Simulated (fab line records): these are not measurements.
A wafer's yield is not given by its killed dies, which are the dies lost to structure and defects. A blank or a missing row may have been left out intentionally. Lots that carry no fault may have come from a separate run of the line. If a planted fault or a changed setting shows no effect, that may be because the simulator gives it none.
Problem report in the 8D (eight disciplines) form, filled by code | flow rit-cmos | the parts of the form that need people (team, actions taken, sign-off) are left out

1. WHAT IS WRONG
killed-at-front-end at RIT_M1_PROBE_99 reads a mean of 170 on 9 wafers of 3 lots; wafers without a fault read 7 with a standard deviation of 3. Relative to the usual mean, that is a shift of +54 standard deviations.
Seen first at day 7 01:44 on prober-01, wafer L277.1. The record has a number at this step for 24 wafers belonging to 8 lots. Rule for "out", or "out of limits": more than 4 standard deviations from the usual mean. All remaining wafers that have a number are taken as sound.

2. WHAT IT IS AND WHAT IT IS NOT
question                    | is                                              | is not
which readings at this step | killed-at-front-end, killed-dies, killed-on-rim | killed-open
which lots                  | L277, L278, L280                                | L261, L267, L270, L272, L274
which wafers of those lots  | all that have a number                          | -
read on which tools         | prober-01, prober-02                            | -
when                        | from day 7 01:44                                | up to then (15 sound wafers)

3. WHAT RULES OUT EACH SUSPECT
Counting: a tool at a process step up to the reading stays a suspect if it ran every lot that is out and no sound lot after the first of them.
- litho-track-03 at RIT_ACTIVE_DEVELOP_10 (develop time 50 s): kept. All lots that are out passed through it, beginning with L277 at day 5 04:00, and no sound lot followed; its final sound lot before that point was L274 at day 4 14:00.
After counting, what remains is litho-track-03 at RIT_ACTIVE_DEVELOP_10.

4. THE CAUSE (what the simulator had put in)
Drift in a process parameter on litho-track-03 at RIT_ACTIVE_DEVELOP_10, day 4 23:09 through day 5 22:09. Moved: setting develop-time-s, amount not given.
After counting, this tool was the only one left.

5. SEQUENCE OF EFFECTS, ordered by route
Each row: a reading whose mean over the struck wafers that have a number lies more than 3 standard deviations from the usual. Scope: only readings with a usual standard deviation given in the record; hours: median across lots of the time from each lot's start at the first step in this table that gives one to its start at this step; sigmas: change in usual standard deviations.
hours | step            | reading             | usual | on struck wafers | change | sigmas
0     | RIT_M1_PROBE_99 | killed-at-front-end | 7     | 170              | +163   | +54
0     | RIT_M1_PROBE_99 | killed-dies         | 7     | 170              | +163   | +54
0     | RIT_M1_PROBE_99 | killed-on-rim       | 1.8   | 65.0             | +63.2  | +42
Its process steps:
- RIT_M1_PROBE_99

6. HOW IT WOULD HAVE BEEN CAUGHT EARLIER
51 hours passed between the start of the fault at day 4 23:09 and the first reading out of limits in this record, taken at day 7 01:44.
An alarm limit of 4 standard deviations would not have fired on the tool readings at RIT_ACTIVE_DEVELOP_10 for which the record gives a usual standard deviation, since none of them was out on any struck wafer.
By day 7 01:44 the whole set of lots that are out, 3 in number, had already begun RIT_ACTIVE_DEVELOP_10 on litho-track-03. Tool hold at that time: it would have spared none of them.
